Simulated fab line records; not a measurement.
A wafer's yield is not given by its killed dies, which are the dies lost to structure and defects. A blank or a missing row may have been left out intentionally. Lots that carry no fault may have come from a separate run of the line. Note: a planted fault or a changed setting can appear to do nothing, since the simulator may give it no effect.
One fault through the eyes of 2 desks | flow berkeley_cmos170 | numbers are kept per desk, each desk with only its own; the story behind them comes last

== METROLOGY DESK ==
What the gauges read for every lot (on any tool): the sampled wafers with a number, averaged. If a lot's mean is further than 4 standard deviations from the usual mean, the lot is out of limits and carries the mark OUT (the distance appears in the brackets).
Columns: A = PSD_RS at UCB170_SDANNEAL_RS_MEAS_02, usual 75.60 ohm/sq; B = NSD_RS at UCB170_SDANNEAL_RS_MEAS_03, usual 37.31 ohm/sq; C = PLDD_RS at UCB170_SDANNEAL_RS_MEAS_04, usual 1031.7 ohm/sq; D = NLDD_RS at UCB170_SDANNEAL_RS_MEAS_05, usual 617.1 ohm/sq; E = SILICIDE_TI_RS at UCB170_SILICIDE_RS_MEAS_02, usual 26.0 ohm/sq; F = SILICIDE_TI_THK at UCB170_SILICIDE_THK_MEAS_03, usual 29.7 nm
lot  | first seen here | A     | B     | C      | D     | E    | F
L273 | day 6 14:52     | 75.44 | 37.16 | 1029.7 | 617.8 | 26.4 | 29.2
L276 | day 7 22:26     | 75.79 | 37.37 | 1030.9 | 616.9 | 25.9 | 30.0
L283 | day 8 07:44     | 75.59 | 37.49 | 1030.6 | 616.2 | 26.3 | 29.2
L282 | day 9 02:52     | 75.48 | 37.35 | 1034.6 | 616.9 | 26.1 | 29.6
L291 | day 10 16:35    | 75.80 | 37.33 | 1035.9 | 618.5 | 26.3 | 29.4
L294 | day 10 22:33    | 76.00 | 37.43 | 1031.4 | 616.6 | 26.3 | 29.6
This desk's verdict: no lot among the 6 shows anything out of limits.

== AT THE TOOL OWNER'S DESK: rtp_anneal-01 ==
Per lot that ran on this tool, the mean of the sampled wafers carrying a number, from the tool's own readings at UCB170_SILICIDE_RTA_04 (time 15 s). If a lot's mean is further than 4 standard deviations from the usual mean, the lot is out of limits and carries the mark OUT (the distance appears in the brackets).
Columns: A = lamp_power_pct at UCB170_SILICIDE_RTA_04, usual 10.3 %; B = wafer_temp_C_max at UCB170_SILICIDE_RTA_04, usual 652.6
lot  | first seen here | A   | B
L283 | day 8 08:29     | 9.6 | 648.2 (-6.8) OUT
L282 | day 9 03:37     | 9.6 | 647.9 (-7.3) OUT
This desk finds L282, L283 out of limits, L283 being first, at day 8 08:29 (wafer_temp_C_max at UCB170_SILICIDE_RTA_04). In limits: none.

== PUT TOGETHER ==
The tool owner's desk could have raised an alarm at day 8 08:29, on L282, L283.
The metrology desk saw nothing out of limits.
The metrology desk holds a record of L282, L283, inside its limits.
All the named lots went through UCB170_SILICIDE_RTA_04 on rtp_anneal-01.

== WHAT WAS PUT IN BY THE SIMULATOR ==
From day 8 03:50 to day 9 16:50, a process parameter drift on rtp_anneal-01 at UCB170_SILICIDE_RTA_04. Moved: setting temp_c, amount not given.
Shown lots that were struck: L282, L283.
Each desk's first reading out of limits, in hours after the fault started: the tool owner's desk, 5.
